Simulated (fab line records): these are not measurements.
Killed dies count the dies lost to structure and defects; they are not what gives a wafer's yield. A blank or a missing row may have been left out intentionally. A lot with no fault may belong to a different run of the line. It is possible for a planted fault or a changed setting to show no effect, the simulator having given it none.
A lot that was struck, set against a sound lot :: flow berkeley-cmos170 :: 14 out of 331 route steps
Sound: these wafers, L567.1, L567.2, L567.5. Struck: wafers L573.1, L573.4, L573.5. The cause is given at the end.
Each step with rows lists, per side, the tool, then ch with its chambers, then its first start. Under that, the readings that differ: sound wafers :: struck wafers :: difference of the means :: sigmas: that difference in standard deviations of wafers without a fault.
alike: words and numbers the same on both sides, and readings whose means are apart by under 2 such deviations; not compared: readings that were withheld, readings missing a value for some wafer, numbers with overlapping values and no deviation given by the record, and bounds like >300 which may hide the same value.
Wherever a step has rows on one side only, a row that says differs or no value, or a row with sigmas, the two part there. Numbers that don't overlap but have no deviation are shown without sigmas and don't part them. A reading that every wafer of one side lacks parts them only if that side has two wafers or more.

first, 1 step without rows for these wafers: UCB170_START_OXIDATION_02 (target thk 20 nm, ox time 1800 s).
UCB170_START_THK_MEAS_03:
  sound: film-metro-03 at day 3 01:19; struck: film-metro-03 at day 4 07:13
  alike: START_OXIDE_THK
then, 7 steps without rows for these wafers: UCB170_START_ANNEAL_04 (time 1200 s); UCB170_ZERO_HMDS_00 (prime time 60 s); UCB170_ZERO_COAT_01 (resist thk 900 nm); UCB170_ZERO_SOFTBAKE_02 (time 60 s); UCB170_ZERO_EXPOSE_03 (exposes mask PM MARKS, target cd 4000 nm); UCB170_ZERO_PEB_04; UCB170_ZERO_DEVELOP_05 (develop time 45 s).
UCB170_ZERO_ETCH_06: etches SiO2 in CHF3/CF4/Ar, time 12 s.
  sound on rie-diel-03 ch 0,1,2, day 3 06:14; struck on rie-diel-03 ch 0,2,3, day 4 12:20
  alike: cf4-flow-sccm, drypump-motor-current-A, oes-product-au, rf-fwd-power-W, throttle-valve-pct
  not compared: rf-hours-counter-h
UCB170_ZERO_STRIP_07: strips in O2.
  sound on plasma-asher-02 ch 0,1, day 3 06:16; struck on plasma-asher-02 ch 0,1, day 4 12:22
  alike: drypump-motor-current-A, oes-product-au, strip-time-to-endpoint-s
  not compared: rf-hours-counter-h
then, 1 step without rows for these wafers: UCB170_NWELL_WET_ETCH_00 (etches SiO2 in dHF, time 200 s).
UCB170_NWELL_OXIDATION_01: target thk 26.4 nm, ox time 1260 s.
  struck on furnace-04, day 4 15:14; sound on furnace-04 ch 0, day 3 06:49
  no value came back on the struck wafers for ox-temp-c (C), ox-temp-c-max, ox-time-s (s), tube_center_temp_C_max; on the sound wafers ox-temp-c (C) reads 1000.0 1000.3 1000.6
then, 1 step without rows for these wafers: UCB170_NWELL_ANNEAL_03 (time 900 s).

== WHERE THEY PART ==
Only at UCB170_NWELL_OXIDATION_01, as far as this record shows.

WHY: what had been put in by the simulator
Beginning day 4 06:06, the whole step at UCB170_NWELL_OXIDATION_01 was skipped on furnace-04. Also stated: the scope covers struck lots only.
